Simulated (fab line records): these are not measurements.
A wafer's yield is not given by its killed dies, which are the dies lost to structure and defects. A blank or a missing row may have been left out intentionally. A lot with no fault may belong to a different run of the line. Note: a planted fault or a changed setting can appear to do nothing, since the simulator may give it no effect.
Comparing a struck lot with a sound one / flow rit-cmos / 43 steps out of a route of 202
Sound: wafers L642.2, L642.4, L642.5. Wafers struck: L651.1, L651.2, L651.6. The cause comes at the end.
For every step that has rows: the tool of each side, followed by ch and its chambers, followed by its first start. Under that, the readings that differ: sound wafers / struck wafers / difference of the means / sigmas: that difference in standard deviations of wafers without a fault.
alike: readings with means less than 2 such deviations apart, plus words and numbers identical on both sides. not compared: withheld readings, readings lacking a value on some wafer, bounds such as >300 that could conceal the same value, and numbers that have no deviation in the record and whose values overlap.
The two part at a step that has a row with sigmas, a row that says differs or no value, or rows on one side only. Numbers that don't overlap but have no deviation are shown without sigmas and don't part them. A reading that every wafer of one side lacks parts them only if that side has two wafers or more.

first, 6 steps without rows for these wafers: RIT_ACTIVE_HMDS_05 (prime time 60 s); RIT_ACTIVE_COAT_06 (resist thk 1000 nm); RIT_ACTIVE_SOFTBAKE_07 (time 60 s); RIT_ACTIVE_EXPOSE_08 (exposes mask M1, target cd 1400 nm); RIT_ACTIVE_PEB_09; RIT_ACTIVE_DEVELOP_10 (develop time 50 s).
RIT_ACTIVE_CD_MEAS_11: the cd target is 1400 nm.
  sound: cd-sem-01 at day 2 01:05; struck: cd-sem-01 at day 3 21:43
  alike: cd-nm
then, 1 step without rows for these wafers: RIT_ACTIVE_HARDBAKE_12 (time 60 s).
RIT_ACTIVE_ETCH_13: etches Si3N4 in SF6, stops on SiO2, time 210 s, target depth 210 nm.
  sound on rie-diel-01 ch 0,2,3, day 2 01:20; struck on rie-diel-03 ch 1,2, day 3 21:59
  alike: chamber-pressure-mTorr, drypump-motor-current-A, oes-product-au, throttle-valve-pct
  not compared: rf-hours-counter-h
RIT_ACTIVE_STRIP_14: strips in O2, time 180 s.
  sound on plasma-asher-01 ch 1, day 2 01:28; struck on plasma-asher-04 ch 0,1, day 3 22:07
  alike: chamber-pressure-mTorr, drypump-motor-current-A
  not compared: rf-hours-counter-h
RIT_ACTIVE_CD_MEAS_90: the cd target is 1400 nm.
  sound: cd-sem-02 at day 2 01:40; struck: cd-sem-01 at day 3 22:20
  alike: cd-nm
then, 1 step without rows for these wafers: RIT_ACTIVE_CLEAN_15 (cleans in SC1, time 600 s).
RIT_ACTIVE_CLEAN_16: cleans in dHF, time 30 s.
  sound on wet-bench-02 ch 1, day 2 01:56; struck on wet-bench-04 ch 2, day 3 22:37
then, 2 steps without rows for these wafers: RIT_ACTIVE_CLEAN_17 (cleans in SC2, time 600 s); RIT_FOX1_OXIDATION_00 (target thk 350.7 nm, ox time 1130 s).
RIT_FOX1_THK_MEAS_01:
  sound: film-metro-04 at day 2 04:34; struck: film-metro-02 at day 4 02:20
reading=FOX1_OXIDE_THK (nm); sound=346 338 336; struck=360 360 360; difference=+20; sigmas=+3
then, 2 steps without rows for these wafers: RIT_FOX1_WET_ETCH_02 (etches SiO2 in BOE, target depth 350 nm, time 390 s); RIT_FOX2_OXIDATION_00 (target thk 350.7 nm, ox time 1130 s).
RIT_FOX2_THK_MEAS_01:
  sound: film-metro-01 at day 2 07:20; struck: film-metro-01 at day 4 04:44
  alike: FOX2_OXIDE_THK
then, 2 steps without rows for these wafers: RIT_FOX2_CLEAN_02 (cleans in dHF, time 180 s); RIT_FOX2_WET_ETCH_03 (etches Si3N4 in H3PO4, target depth 195 nm, time 2801 s).
RIT_FOX2_THK_MEAS_90:
  sound: film-metro-04 at day 2 09:06; struck: film-metro-01 at day 4 05:41
  alike: FIELD_OXIDE_LEFT_1_THK
then, 6 steps without rows for these wafers: RIT_NWELL_HMDS_00 (prime time 60 s); RIT_NWELL_COAT_01 (resist thk 1300 nm); RIT_NWELL_SOFTBAKE_02 (time 60 s); RIT_NWELL_EXPOSE_03 (exposes mask M2, target cd 43900 nm); RIT_NWELL_PEB_04; RIT_NWELL_DEVELOP_05 (develop time 68 s).
RIT_NWELL_OVL_MEAS_06:
  sound: overlay-01 at day 2 10:02; struck: overlay-01 at day 4 06:44
  alike: NWELL_OVL
then, 2 steps without rows for these wafers: RIT_NWELL_HARDBAKE_07 (time 120 s); RIT_NWELL_IMPLANT_08.
RIT_NWELL_STRIP_09: strips in O2, time 180 s.
  sound on plasma-asher-04 ch 0,1, day 2 10:28; struck on plasma-asher-01 ch 0,1, day 4 07:11
  alike: chamber-pressure-mTorr, drypump-motor-current-A
  not compared: rf-hours-counter-h
RIT_NWELL_TW_MEAS_10:
  sound: film-metro-04 at day 2 10:40; struck: film-metro-04 at day 4 07:21
  alike: NWELL_TW
then, 2 steps without rows for these wafers: RIT_PWELL_HMDS_00 (prime time 60 s); RIT_PWELL_COAT_01 (resist thk 1300 nm).
RIT_PWELL_SOFTBAKE_02: time 62.36 s.
  sound on litho-track-03 ch 0, day 2 11:02; struck on litho-track-03 ch 0, day 4 07:43
  alike: plate-sensor-t-centre-C, plate-sensor-t-edge-C
then, 3 steps without rows for these wafers: RIT_PWELL_EXPOSE_03 (exposes mask M3, target cd 43700 nm); RIT_PWELL_PEB_04; RIT_PWELL_DEVELOP_05 (develop time 68 s).
RIT_PWELL_OVL_MEAS_06:
  sound: overlay-02 at day 2 11:35; struck: overlay-02 at day 4 08:25
  alike: PWELL_OVL
then, 2 steps without rows for these wafers: RIT_PWELL_HARDBAKE_07 (time 120 s); RIT_PWELL_IMPLANT_08.
RIT_M1_PROBE_99:
  sound: prober-02 at day 4 00:00; struck: prober-01 at day 5 22:09
reading=killed-at-front-end; sound=10 7 6; struck=27 36 38; difference=+26; sigmas=+10
reading=killed-dies; sound=10 7 6; struck=27 36 38; difference=+26; sigmas=+10
  alike: killed-open, killed-short

WHERE THEY PART
At RIT_FOX1_THK_MEAS_01 first; at RIT_M1_PROBE_99 last (within this record only).

WHY: the cause the simulator had injected
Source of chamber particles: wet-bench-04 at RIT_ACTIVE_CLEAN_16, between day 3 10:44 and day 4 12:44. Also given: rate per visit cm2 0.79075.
